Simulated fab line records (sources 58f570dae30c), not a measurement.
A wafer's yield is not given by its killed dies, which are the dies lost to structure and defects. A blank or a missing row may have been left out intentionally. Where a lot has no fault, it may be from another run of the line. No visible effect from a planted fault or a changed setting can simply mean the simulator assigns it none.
Which tool is to blame? || flow berkeley_cmos170 || 14 lots with 42 wafers sampled at 5 steps, on a route of 331 steps

## WHAT EACH GAUGE READ, for each wafer
UCB170_ACTIVE_CD_MEAS_90: the cd target is 1200 nm. Usual: cd_nm reads 1199.8 nm (standard deviation 1.6).
{"lot": "L662", "measured": "day 5 10:43", "on": "cd_sem-01", "cd_nm (nm)": "1201.6 1201.5 1201.8", "flag": ""}
{"lot": "L663", "measured": "day 5 10:56", "on": "cd_sem-01", "cd_nm (nm)": "1200.3 1200.2 1198.8", "flag": ""}
{"lot": "L664", "measured": "day 5 23:19", "on": "cd_sem-01", "cd_nm (nm)": "1198.7 1199.1 1198.1", "flag": ""}
{"lot": "L665", "measured": "day 5 23:34", "on": "cd_sem-01", "cd_nm (nm)": "1199.8 1201.0 1199.6", "flag": ""}
{"lot": "L668", "measured": "day 6 09:54", "on": "cd_sem-01", "cd_nm (nm)": "1198.1 1196.7 1198.4", "flag": ""}
{"lot": "L669", "measured": "day 6 10:14", "on": "cd_sem-01", "cd_nm (nm)": "1201.6 1203.5 1202.9", "flag": ""}
{"lot": "L670", "measured": "day 6 19:20", "on": "cd_sem-01", "cd_nm (nm)": "1199.4 1199.2 1198.0", "flag": ""}
{"lot": "L671", "measured": "day 7 08:16", "on": "cd_sem-01", "cd_nm (nm)": "1198.3 1198.4 1199.2", "flag": ""}
{"lot": "L676", "measured": "day 8 07:37", "on": "cd_sem-02", "cd_nm (nm)": "1201.9 1200.4 1201.2", "flag": ""}
{"lot": "L678", "measured": "day 8 07:49", "on": "cd_sem-01", "cd_nm (nm)": "1199.8 1200.8 1199.3", "flag": ""}
{"lot": "L679", "measured": "day 8 23:55", "on": "cd_sem-02", "cd_nm (nm)": "1199.4 1197.3 1198.6", "flag": ""}
{"lot": "L681", "measured": "day 9 10:13", "on": "cd_sem-02", "cd_nm (nm)": "1199.5 1199.7 1199.9", "flag": ""}
{"lot": "L683", "measured": "day 9 10:43", "on": "cd_sem-01", "cd_nm (nm)": "1198.6 1200.8 1199.2", "flag": ""}
{"lot": "L684", "measured": "day 9 17:52", "on": "cd_sem-01", "cd_nm (nm)": "1197.8 1198.0 1198.3", "flag": ""}

UCB170_NVT_TW_MEAS_09. Usual: NVT_TW gives 528 (standard deviation 4.5).
{"lot": "L662", "measured": "day 7 03:19", "on": "film_metro-01", "NVT_TW": "524 521 518", "flag": ""}
{"lot": "L663", "measured": "day 7 03:33", "on": "film_metro-03", "NVT_TW": "524 525 527", "flag": ""}
{"lot": "L664", "measured": "day 7 12:59", "on": "film_metro-04", "NVT_TW": "535 531 532", "flag": ""}
{"lot": "L665", "measured": "day 7 12:44", "on": "film_metro-03", "NVT_TW": "527 523 523", "flag": ""}
{"lot": "L668", "measured": "day 7 21:22", "on": "film_metro-03", "NVT_TW": "523 521 524", "flag": ""}
{"lot": "L669", "measured": "day 7 21:38", "on": "film_metro-04", "NVT_TW": "532 531 533", "flag": ""}
{"lot": "L670", "measured": "day 8 08:22", "on": "film_metro-04", "NVT_TW": "528 531 532", "flag": ""}
{"lot": "L671", "measured": "day 8 23:19", "on": "film_metro-04", "NVT_TW": "532 528 531", "flag": ""}
{"lot": "L676", "measured": "day 10 08:30", "on": "film_metro-03", "NVT_TW": "524 533 530", "flag": ""}
{"lot": "L678", "measured": "day 10 08:31", "on": "film_metro-01", "NVT_TW": "556 555 555 561 559 556", "flag": "OFF"}
{"lot": "L679", "measured": "day 10 13:32", "on": "film_metro-01", "NVT_TW": "522 521 521", "flag": ""}
{"lot": "L681", "measured": "day 10 23:19", "on": "film_metro-03", "NVT_TW": "564 563 567 563 561 562", "flag": "OFF"}
{"lot": "L683", "measured": "day 10 23:22", "on": "film_metro-04", "NVT_TW": "532 530 533", "flag": ""}
{"lot": "L684", "measured": "day 11 06:48", "on": "film_metro-03", "NVT_TW": "529 527 524", "flag": ""}

UCB170_GATE_THK_MEAS_02. Usual: GATE_OXIDE_THK gives 6.61 nm (standard deviation 0.11).
{"lot": "L662", "measured": "day 7 10:26", "on": "film_metro-04", "GATE_OXIDE_THK (nm)": "6.61 6.50 6.62", "flag": ""}
{"lot": "L663", "measured": "day 7 10:25", "on": "film_metro-02", "GATE_OXIDE_THK (nm)": "6.65 6.79 6.73", "flag": ""}
{"lot": "L664", "measured": "day 7 21:14", "on": "film_metro-02", "GATE_OXIDE_THK (nm)": "6.68 6.84 6.65", "flag": ""}
{"lot": "L665", "measured": "day 7 21:14", "on": "film_metro-04", "GATE_OXIDE_THK (nm)": "6.69 6.64 6.78", "flag": ""}
{"lot": "L668", "measured": "day 8 05:54", "on": "film_metro-02", "GATE_OXIDE_THK (nm)": "6.48 6.69 6.60", "flag": ""}
{"lot": "L669", "measured": "day 8 05:53", "on": "film_metro-04", "GATE_OXIDE_THK (nm)": "6.62 6.50 6.44", "flag": ""}
{"lot": "L670", "measured": "day 8 22:05", "on": "film_metro-04", "GATE_OXIDE_THK (nm)": "6.67 6.79 6.61", "flag": ""}
{"lot": "L671", "measured": "day 9 06:47", "on": "film_metro-03", "GATE_OXIDE_THK (nm)": "6.45 6.50 6.46", "flag": ""}
{"lot": "L676", "measured": "day 10 17:32", "on": "film_metro-02", "GATE_OXIDE_THK (nm)": "6.55 6.60 6.54", "flag": ""}
{"lot": "L678", "measured": "day 10 17:31", "on": "film_metro-03", "GATE_OXIDE_THK (nm)": "6.68 6.78 6.64", "flag": ""}
{"lot": "L679", "measured": "day 10 17:35", "on": "film_metro-04", "GATE_OXIDE_THK (nm)": "6.47 6.56 6.51", "flag": ""}
{"lot": "L681", "measured": "day 11 06:17", "on": "film_metro-03", "GATE_OXIDE_THK (nm)": "6.70 6.66 6.72", "flag": ""}
{"lot": "L683", "measured": "day 11 06:17", "on": "film_metro-02", "GATE_OXIDE_THK (nm)": "6.40 6.55 6.59", "flag": ""}
{"lot": "L684", "measured": "day 11 16:11", "on": "film_metro-02", "GATE_OXIDE_THK (nm)": "6.68 6.51 6.76", "flag": ""}

UCB170_GATE_THK_MEAS_05. Usual: GATE_POLY_THK gives 214.7 nm (standard deviation 2.1).
{"lot": "L662", "measured": "day 7 17:08", "on": "film_metro-04", "GATE_POLY_THK (nm)": "211.5 214.1 213.4", "flag": ""}
{"lot": "L663", "measured": "day 7 17:08", "on": "film_metro-02", "GATE_POLY_THK (nm)": "214.2 213.5 214.0", "flag": ""}
{"lot": "L664", "measured": "day 8 07:47", "on": "film_metro-04", "GATE_POLY_THK (nm)": "213.8 214.2 213.1", "flag": ""}
{"lot": "L665", "measured": "day 8 07:47", "on": "film_metro-03", "GATE_POLY_THK (nm)": "218.3 217.6 218.1", "flag": ""}
{"lot": "L668", "measured": "day 8 13:09", "on": "film_metro-04", "GATE_POLY_THK (nm)": "213.0 215.4 213.3", "flag": ""}
{"lot": "L669", "measured": "day 8 13:09", "on": "film_metro-03", "GATE_POLY_THK (nm)": "216.2 216.0 214.4", "flag": ""}
{"lot": "L670", "measured": "day 9 06:19", "on": "film_metro-04", "GATE_POLY_THK (nm)": "217.3 217.1 217.4", "flag": ""}
{"lot": "L671", "measured": "day 9 14:58", "on": "film_metro-02", "GATE_POLY_THK (nm)": "212.3 213.7 213.0", "flag": ""}
{"lot": "L676", "measured": "day 10 23:40", "on": "film_metro-04", "GATE_POLY_THK (nm)": "214.1 212.7 214.1", "flag": ""}
{"lot": "L678", "measured": "day 10 23:35", "on": "film_metro-04", "GATE_POLY_THK (nm)": "212.6 211.1 212.0", "flag": ""}
{"lot": "L679", "measured": "day 10 23:39", "on": "film_metro-02", "GATE_POLY_THK (nm)": "212.9 213.4 212.8", "flag": ""}
{"lot": "L681", "measured": "day 11 14:10", "on": "film_metro-04", "GATE_POLY_THK (nm)": "214.0 214.0 215.2", "flag": ""}
{"lot": "L683", "measured": "day 11 14:10", "on": "film_metro-03", "GATE_POLY_THK (nm)": "214.0 212.0 212.7", "flag": ""}
{"lot": "L684", "measured": "day 12 00:52", "on": "film_metro-04", "GATE_POLY_THK (nm)": "214.1 215.5 214.3", "flag": ""}

## EACH LOT AND THE TOOL THAT RAN IT (in order: tool; ch and the chambers of the sampled wafers; start)
{"lot": "L662", "UCB170_NVT_IMPLANT_07": "implanter-03 ch 0, day 7 03:05"}
{"lot": "L663", "UCB170_NVT_IMPLANT_07": "implanter-02 ch 0, day 7 03:18"}
{"lot": "L664", "UCB170_NVT_IMPLANT_07": "implanter-04 ch 0, day 7 12:44"}
{"lot": "L665", "UCB170_NVT_IMPLANT_07": "implanter-04 ch 0, day 7 12:29"}
{"lot": "L668", "UCB170_NVT_IMPLANT_07": "implanter-04 ch 0, day 7 21:08"}
{"lot": "L669", "UCB170_NVT_IMPLANT_07": "implanter-03 ch 0, day 7 21:23"}
{"lot": "L670", "UCB170_NVT_IMPLANT_07": "implanter-03 ch 0, day 8 08:07"}
{"lot": "L671", "UCB170_NVT_IMPLANT_07": "implanter-03 ch 0, day 8 23:04"}
{"lot": "L676", "UCB170_NVT_IMPLANT_07": "implanter-03 ch 0, day 10 08:17"}
{"lot": "L678", "UCB170_NVT_IMPLANT_07": "implanter-04 ch 0, day 10 08:16"}
{"lot": "L679", "UCB170_NVT_IMPLANT_07": "implanter-02 ch 0, day 10 13:17"}
{"lot": "L681", "UCB170_NVT_IMPLANT_07": "implanter-04 ch 0, day 10 23:05"}
{"lot": "L683", "UCB170_NVT_IMPLANT_07": "implanter-03 ch 0, day 10 23:07"}
{"lot": "L684", "UCB170_NVT_IMPLANT_07": "implanter-03 ch 0, day 11 06:33"}
- UCB170_NVT_IMPLANT_07

## AS READ BY THE TOOLS THEMSELVES (means over the sampled wafers that have a number; for cases with no such wafer, the mark the record gives instead)
UCB170_NVT_IMPLANT_07. Usual: beam_on_s 10.02 s, standard deviation 0.21; dose_ions_cm2 3.0002e+12, standard deviation 3e+09; faraday_current_uA 9.50, standard deviation 0.2.
{"lot": "L662", "tool": "implanter-03", "beam_on_s (s)": 9.99, "dose_ions_cm2": 3.0008e+12, "faraday_current_uA": 9.56, "flag": ""}
{"lot": "L663", "tool": "implanter-02", "beam_on_s (s)": 10.00, "dose_ions_cm2": 2.9965e+12, "faraday_current_uA": 9.50, "flag": ""}
{"lot": "L664", "tool": "implanter-04", "beam_on_s (s)": 10.00, "dose_ions_cm2": 3.0026e+12, "faraday_current_uA": 9.50, "flag": ""}
{"lot": "L665", "tool": "implanter-04", "beam_on_s (s)": 10.08, "dose_ions_cm2": 2.9977e+12, "faraday_current_uA": 9.42, "flag": ""}
{"lot": "L668", "tool": "implanter-04", "beam_on_s (s)": 10.03, "dose_ions_cm2": 3.0041e+12, "faraday_current_uA": 9.49, "flag": ""}
{"lot": "L669", "tool": "implanter-03", "beam_on_s (s)": 10.12, "dose_ions_cm2": 2.9980e+12, "faraday_current_uA": 9.41, "flag": ""}
{"lot": "L670", "tool": "implanter-03", "beam_on_s (s)": 9.94, "dose_ions_cm2": 2.9985e+12, "faraday_current_uA": 9.59, "flag": ""}
{"lot": "L671", "tool": "implanter-03", "beam_on_s (s)": 9.97, "dose_ions_cm2": 3.0025e+12, "faraday_current_uA": 9.56, "flag": ""}
{"lot": "L676", "tool": "implanter-03", "beam_on_s (s)": 9.80, "dose_ions_cm2": 2.9995e+12, "faraday_current_uA": 9.69, "flag": ""}
{"lot": "L678", "tool": "implanter-04", "beam_on_s (s)": 12.28, "dose_ions_cm2": 2.9991e+12, "faraday_current_uA": 7.74, "flag": "OFF"}
{"lot": "L679", "tool": "implanter-02", "beam_on_s (s)": 10.11, "dose_ions_cm2": 2.9958e+12, "faraday_current_uA": 9.42, "flag": ""}
{"lot": "L681", "tool": "implanter-04", "beam_on_s (s)": 12.26, "dose_ions_cm2": 3.0002e+12, "faraday_current_uA": 7.78, "flag": "OFF"}
{"lot": "L683", "tool": "implanter-03", "beam_on_s (s)": 10.32, "dose_ions_cm2": 2.9996e+12, "faraday_current_uA": 9.21, "flag": ""}
{"lot": "L684", "tool": "implanter-03", "beam_on_s (s)": 9.95, "dose_ions_cm2": 3.0000e+12, "faraday_current_uA": 9.57, "flag": ""}

## THE ANSWER, worked out from the rows above alone
Rule: a lot counts as off when the mean over its wafers that have a number is more than 3 standard deviations away from the usual mean. Also off: a lot with no number at a reading for which 4 or more lots have one. Where the step has rows for the other lots, those lots are counted as sound. The gauges are gone through in route order, then the tools' own readings, and for those a lot's mean is taken as printed above. The first step at which some lot is off is used, and at that step the reading that is off furthest; a lot without a number counts as furthest.
Off: L678, L681, seen at UCB170_NVT_TW_MEAS_09 (NVT_TW).
If a tool, at a process step before that reading, ran all the lots that are off and no sound lot after the first of them, it fits. The gauges at UCB170_NVT_TW_MEAS_09 aren't tried: what is off there is off at UCB170_NVT_IMPLANT_07 too, on other tools, and a gauge's error can't cause that. One fits: implanter-04 at UCB170_NVT_IMPLANT_07. Its last sound lot is L668 (day 7 21:08), its first lot that is off L678 (day 10 08:16): a fault that began between those two fits.
The tool's own readings at UCB170_NVT_IMPLANT_07 bear it out: on the lots that are off they differ by more than 5 times the standard deviation of the sound lots' means. beam_on_s reads 12.27 s there against 10.03 s on the sound lots; faraday_current_uA reads 7.76 there against 9.49 on the sound lots.

## WHAT WAS PUT IN BY THE SIMULATOR
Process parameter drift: implanter-04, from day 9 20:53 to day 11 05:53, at UCB170_NVT_IMPLANT_07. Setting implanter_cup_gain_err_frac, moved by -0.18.
Shown lots that were struck: L678, L681. The same result came from the rule above.
